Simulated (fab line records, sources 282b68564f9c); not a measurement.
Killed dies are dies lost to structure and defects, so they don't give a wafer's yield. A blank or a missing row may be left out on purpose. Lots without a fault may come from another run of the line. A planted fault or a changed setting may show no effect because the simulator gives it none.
One fault seen from 2 desks | flow rit_cmos | each desk has only its own numbers; what lay behind them comes last

THE TOOL OWNER'S DESK: litho_track-02
The tool's own readings at RIT_M1_COAT_04 (resist thk 1300 nm): means of the sampled wafers that have a number, for each lot that ran on this tool. A lot is out of limits, marked OUT, if its mean lies more than 4 standard deviations from the usual mean; the brackets give that distance.
Columns: A = spin_speed_rpm at RIT_M1_COAT_04, usual 1999.9 rpm
lot  | first seen here | A
L471 | day 4 06:17     | 2000.1
L476 | day 5 02:37     | 1867.1 (-99 or more) OUT
L480 | day 6 00:01     | 1867.7 (-99 or more) OUT
This desk's finding: out of limits on L476, L480; first on L476, day 5 02:37 (spin_speed_rpm at RIT_M1_COAT_04). In limits: L471.

THE METROLOGY DESK
What the gauges read, lot by lot, whatever tool the lot ran on: means of the sampled wafers that have a number. A lot is out of limits, marked OUT, if its mean lies more than 4 standard deviations from the usual mean; the brackets give that distance.
Columns: A = cd_nm at RIT_CONTACT_CD_MEAS_08, usual 999.5 nm; B = CONTACT_OVL at RIT_CONTACT_OVL_MEAS_09, usual 0.0 nm; C = cd_nm at RIT_CONTACT_CD_MEAS_90, usual 999.6 nm; D = M1_AL_RS at RIT_M1_RS_MEAS_01, usual 0.0730 ohm/sq; E = M1_AL_THK at RIT_M1_THK_MEAS_02, usual 405 nm; F = cd_nm at RIT_M1_CD_MEAS_09, usual 2600.8 nm; G = M1_OVL at RIT_M1_OVL_MEAS_10, usual -0.2 nm
lot  | first seen here | A      | B    | C      | D      | E   | F      | G
L467 | day 3 09:22     | 1000.4 | 0.6  | 1000.5 | 0.0727 | 409 | 2599.8 | 0.4
L471 | day 4 04:31     | 1000.9 | -0.3 | 1000.9 | 0.0734 | 401 | 2596.3 | 0.5
L476 | day 5 00:40     | 1000.3 | -1.0 | 1000.0 | 0.0726 | 403 | 2605.2 | -1.0
L478 | day 5 16:46     | 1003.6 | -1.2 | 1003.6 | 0.0729 | 404 | 2602.5 | -1.2
L480 | day 5 21:54     | 1000.2 | 0.2  | 1000.0 | 0.0732 | 407 | 2608.1 | 0.7
L485 | day 6 23:47     | 1001.2 | -0.8 | 1001.6 | 0.0730 | 405 | 2602.6 | 0.2
This desk's finding: nothing out of limits on any of the 6 lots.

PUT TOGETHER
The tool owner's desk could have raised an alarm at day 5 02:37, on L476, L480.
The metrology desk saw nothing out of limits.
The metrology desk has L476, L480 on record, within its limits.
Of the lots named, all ran RIT_M1_COAT_04 on litho_track-02.

WHAT THE SIMULATOR HAD PUT IN
Process parameter drift: litho_track-02, from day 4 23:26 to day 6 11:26, at RIT_M1_COAT_04. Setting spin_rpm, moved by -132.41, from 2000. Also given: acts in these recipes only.
Lots struck among those shown: L476, L480.
Hours from the fault's start to each desk's first reading out of limits: the tool owner's desk, 3.
